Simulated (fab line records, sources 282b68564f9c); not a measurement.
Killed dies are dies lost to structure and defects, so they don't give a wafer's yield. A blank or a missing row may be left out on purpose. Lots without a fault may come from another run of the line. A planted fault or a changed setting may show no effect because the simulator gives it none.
Problem report in the 8D (eight disciplines) form, filled by code | flow rit_cmos | the parts of the form that need people (team, actions taken, sign-off) are left out

1. THE PROBLEM
spin_speed_rpm at RIT_NWELL_COAT_01 reads a mean of 1305.6 rpm on 9 wafers of 3 lots; wafers without a fault read 2000.1 rpm with a standard deviation of 1.2. That is -99 or more standard deviations from the usual mean.
The step: resist thk 1300 nm.
First seen on wafer L723.4, day 3 14:49, on litho_track-02. The record holds 42 wafers of 14 lots with a number at this step. Rule for "out", or "out of limits": more than 4 standard deviations from the usual mean. The other wafers with a number count as sound.

2. WHAT IT IS AND WHAT IT IS NOT
question                    | is                     | is not
which readings at this step | spin_speed_rpm         | -
which lots                  | L723, L724, L726       | L715, L716, L717, L718, L720, L729, L732, L733, L736, L737, L738
which wafers of those lots  | all that have a number | -
read on which tools         | litho_track-02         | litho_track-03, litho_track-04
when                        | from day 3 14:49       | up to then (15 sound wafers); but 18 sound wafers of L729, L732, L733, L736, L737, L738 came after

3. SUSPECTS, AND WHAT RULES EACH OUT
Counting: a tool at a process step up to the reading stays a suspect if it ran every lot that is out and no sound lot after the first of them.
- litho_track-02 at RIT_NWELL_COAT_01 (resist thk 1300 nm): kept. It ran every lot that is out, first L723 (day 3 14:49), and no sound lot after that; its last sound lot up to then is L716 (day 2 02:04). Its own readings are out on those wafers: spin_speed_rpm.
Left after counting: litho_track-02 at RIT_NWELL_COAT_01.

4. THE CAUSE (what the simulator had put in)
Process parameter drift: litho_track-02, from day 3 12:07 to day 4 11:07, at RIT_NWELL_COAT_01. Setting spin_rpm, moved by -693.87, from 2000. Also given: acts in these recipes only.
Counting left only this tool.

5. THE CHAIN OF EFFECTS, in route order
Each row: a reading whose mean over the struck wafers that have a number lies more than 3 standard deviations from the usual. Only readings for which the record gives a usual standard deviation are gone through. hours: the time from each lot's start at the first step in this table that gives one to its start at this step, as a median over the lots. sigmas: the change in usual standard deviations.
hours | step              | reading        | usual      | on struck wafers | change | sigmas
0     | RIT_NWELL_COAT_01 | spin_speed_rpm | 2000.1 rpm | 1305.6           | -694.5 | -99 or more
The process steps in it:
- RIT_NWELL_COAT_01: resist thk 1300 nm.

6. WHAT WOULD HAVE CAUGHT IT SOONER
In this record the first reading out of limits was taken at day 3 14:49, 3 hours after the fault began at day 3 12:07.
